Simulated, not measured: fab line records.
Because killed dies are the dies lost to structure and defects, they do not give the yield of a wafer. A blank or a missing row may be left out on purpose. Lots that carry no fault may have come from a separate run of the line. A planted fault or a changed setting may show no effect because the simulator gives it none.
Split-lot trial -- flow ritCmos -- on a route of 202 steps: 5 lots, 23 wafers read

== ON THE SPLIT ==
At RIT_CONTACT_CVD_00 (deposits SiO2 from TEOS, target thk 400 nm, time 61 s), the setting rfW was moved away from the recipe's 400 W on 8 of the 23 wafers read, by -9.8% to +10.3%. The other wafers ran this setting at the recipe's value.

No step appears in the file between the split and the reading.

== THE READING ==
At RIT_CONTACT_THK_MEAS_01: CONTACT_TEOS_THK, given in nm. On this fab line, fault-free wafers typically give 402 nm with a standard deviation of 5.4 nm.

wafer,"tool, chamber at the split","rfW as run, W",against the recipe,"CONTACT_TEOS_THK, nm",against lot-mates on the recipe
L074.1,"pecvd-02, 1,2,1",400,recipe,405,-
L074.2,"pecvd-02, 0",435,+8.7%,417,+12
L074.3,"pecvd-02, 1,2,1",400,recipe,400,-
L074.4,"pecvd-02, 0",435,+8.7%,419,+14
L074.5,"pecvd-02, 1,2,1",400,recipe,411,-
L080.1,"pecvd-02, 0,1",385.8,-3.5%,399,-5
L080.2,"pecvd-02, 2,0,2",400,recipe,398,-
L080.4,"pecvd-02, 2,0,2",400,recipe,406,-
L080.5,"pecvd-02, 2,0,2",400,recipe,408,-
L080.6,"pecvd-02, 0,1",385.8,-3.5%,403,-1
L081.1,"pecvd-03, 1,2",360.9,-9.8%,384,-22
L081.2,"pecvd-03, 2,1,1",400,recipe,406,-
L081.3,"pecvd-03, 2,1,1",400,recipe,403,-
L081.4,"pecvd-03, 1,2",360.9,-9.8%,388,-18
L081.5,"pecvd-03, 2,1,1",400,recipe,409,-
L082.1,"pecvd-01, 0,2,0",400,recipe,395,-
L082.3,"pecvd-01, 0,2,0",400,recipe,395,-
L082.6,"pecvd-01, 0,2,0",400,recipe,402,-
L085.1,"pecvd-01, 2,0,0",400,recipe,394,-
L085.3,"pecvd-01, 2,0,0",400,recipe,397,-
L085.4,"pecvd-01, 2,0,0",400,recipe,399,-
L085.5,"pecvd-01, 1,2",441.3,+10.3%,408,+11
L085.6,"pecvd-01, 1,2",441.3,+10.3%,406,+9
When a row names more than one chamber, that row covers several wafers, and the file does not tell which wafer ran in which chamber.

FIT RESULTS
A straight line over all 23 wafers: CONTACT_TEOS_THK changes by +1.21 nm for each +1% of rfW; r = +0.75; the points scatter about the line by 5.6 nm.
The same after taking each lot's own level away (the mean of its wafers on the recipe; 23 wafers): +1.47 nm for each +1%; r = +0.90; scatter 3.8 nm.
The reading moves by 15 nm for the largest change in rfW, on that fit.
From 396.7 to 406.0 nm: that is the span of the lots' own levels, equal to 1.7 times the standard deviation above.
So the lot-to-lot level blurs the effect unless lot-mates are compared.
Check: for one of the wafers moved furthest among these (+10.3%), held out of the fit, the line's prediction against its lot-mates is +15.3 nm. It came out at +11.3 nm against them.

== THE OTHER SPLITS THESE WAFERS WENT THROUGH ==
Before the reading, these wafers also passed through other splits. Each is held against what the fit with the lots' levels taken away leaves over:
other split on the same wafers,wafers away from the commonest value,r with CONTACT_TEOS_THK (lot level and that fit taken away)
RIT_PSD_IMPLANT_08 doseCm2,10,+0.13
RIT_SILICIDE_SPUTTER_01 timeS,5,-0.34

== THE FILE'S OWN FIT ==
CONTACT_TEOS_THK changes by +1.45 nm for each +1% of rfW, r = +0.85.
